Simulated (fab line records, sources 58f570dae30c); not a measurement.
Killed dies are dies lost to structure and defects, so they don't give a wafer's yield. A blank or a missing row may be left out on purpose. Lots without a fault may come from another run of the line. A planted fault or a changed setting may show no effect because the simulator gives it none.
Split-lot experiment | flow berkeley_cmos170 | 5 lots, 18 wafers read, on a route of 331 steps

THE SPLIT
At UCB170_M1_METAL_ETCH_12 (etches Al in Cl2/BCl3, stops on PSG, target depth 780 nm, time 130 s), the setting icp_w was moved away from the recipe's 600 W on 9 of the 18 wafers read, by -7.8% to +9.6%. The other wafers ran this setting at the recipe's value.

The reading is taken at the split's own step.

THE READING
KrF_of_M1_COAT_04.thk_nm (the simulator's own value, which no gauge read), in nm, at UCB170_M1_METAL_ETCH_12 (etches Al in Cl2/BCl3, stops on PSG, target depth 780 nm, time 130 s). The file gives no usual value for it. The 9 wafers here that ran the recipe average 434.0 nm, standard deviation 13 nm.

wafer  | tool, chamber at the split | icp_w as run, W | against the recipe | KrF_of_M1_COAT_04.thk_nm, nm | against lot-mates on the recipe
L074.3 | rie_metal-04, 0            | 600             | recipe             | 458.1                        | -
L074.5 | rie_metal-04, 0            | 553.4           | -7.8%              | 483.6                        | +25.5
L075.1 | rie_metal-04, 1            | 600             | recipe             | 445.2                        | -
L075.2 | rie_metal-04, 1            | 649.2           | +8.2%              | 413.7                        | -31.1
L075.4 | rie_metal-04, 1            | 649.2           | +8.2%              | 413.9                        | -30.9
L075.5 | rie_metal-04, 1            | 649.2           | +8.2%              | 409.9                        | -34.9
L075.6 | rie_metal-04, 1            | 600             | recipe             | 444.3                        | -
L079.2 | rie_metal-01, 0            | 600             | recipe             | 423.1                        | -
L079.3 | rie_metal-01, 0            | 600             | recipe             | 422.6                        | -
L079.4 | rie_metal-01, 0            | 600             | recipe             | 424.1                        | -
L081.3 | rie_metal-04, 0            | 657.8           | +9.6%              | 405.5                        | -35.4
L081.4 | rie_metal-04, 1            | 600             | recipe             | 440.9                        | -
L081.6 | rie_metal-04, 1            | 657.8           | +9.6%              | 407.3                        | -33.6
L082.1 | rie_metal-01, 0            | 641.5           | +6.9%              | 394.7                        | -29.1
L082.2 | rie_metal-01, 1            | 641.5           | +6.9%              | 394.6                        | -29.2
L082.3 | rie_metal-01, 1            | 641.5           | +6.9%              | 395.8                        | -28.0
L082.4 | rie_metal-01, 0            | 600             | recipe             | 427.5                        | -
L082.6 | rie_metal-01, 1            | 600             | recipe             | 420.1                        | -

THE FIT
A straight line over all 18 wafers: KrF_of_M1_COAT_04.thk_nm changes by -4.04 nm for each +1% of icp_w; r = -0.84; the points scatter about the line by 13 nm.
The same after taking each lot's own level away (the mean of its wafers on the recipe; 18 wafers): -3.74 nm for each +1%; r = -0.99; scatter 2.2 nm.
On that fit, the largest move of icp_w shifts the reading by 36 nm.
The lots' own levels span 423.27 to 458.10 nm, that is 2.8 times the standard deviation above.
So the lot-to-lot level changes the slope little: the two slopes agree.
Check: with one of the wafers moved furthest among these (+9.6%) left out of the fit, the line predicts -37 nm for it against its lot-mates. It came out at -35.4 nm against them.

OTHER SPLITS ON THESE WAFERS
These wafers also went through other splits before the reading. Each is held against what the fit with the lots' levels taken away leaves over:
other split on the same wafers    | wafers away from the commonest value | r with KrF_of_M1_COAT_04.thk_nm (lot level and that fit taken away)
UCB170_SILICIDE_SPUTTER_01 time_s | 8                                    | +0.06
UCB170_M1_SPUTTER_00 power_w      | 0                                    | -

THE FILE'S OWN FIT
KrF_of_M1_COAT_04.thk_nm changes by -3.81 nm for each +1% of icp_w, r = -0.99.
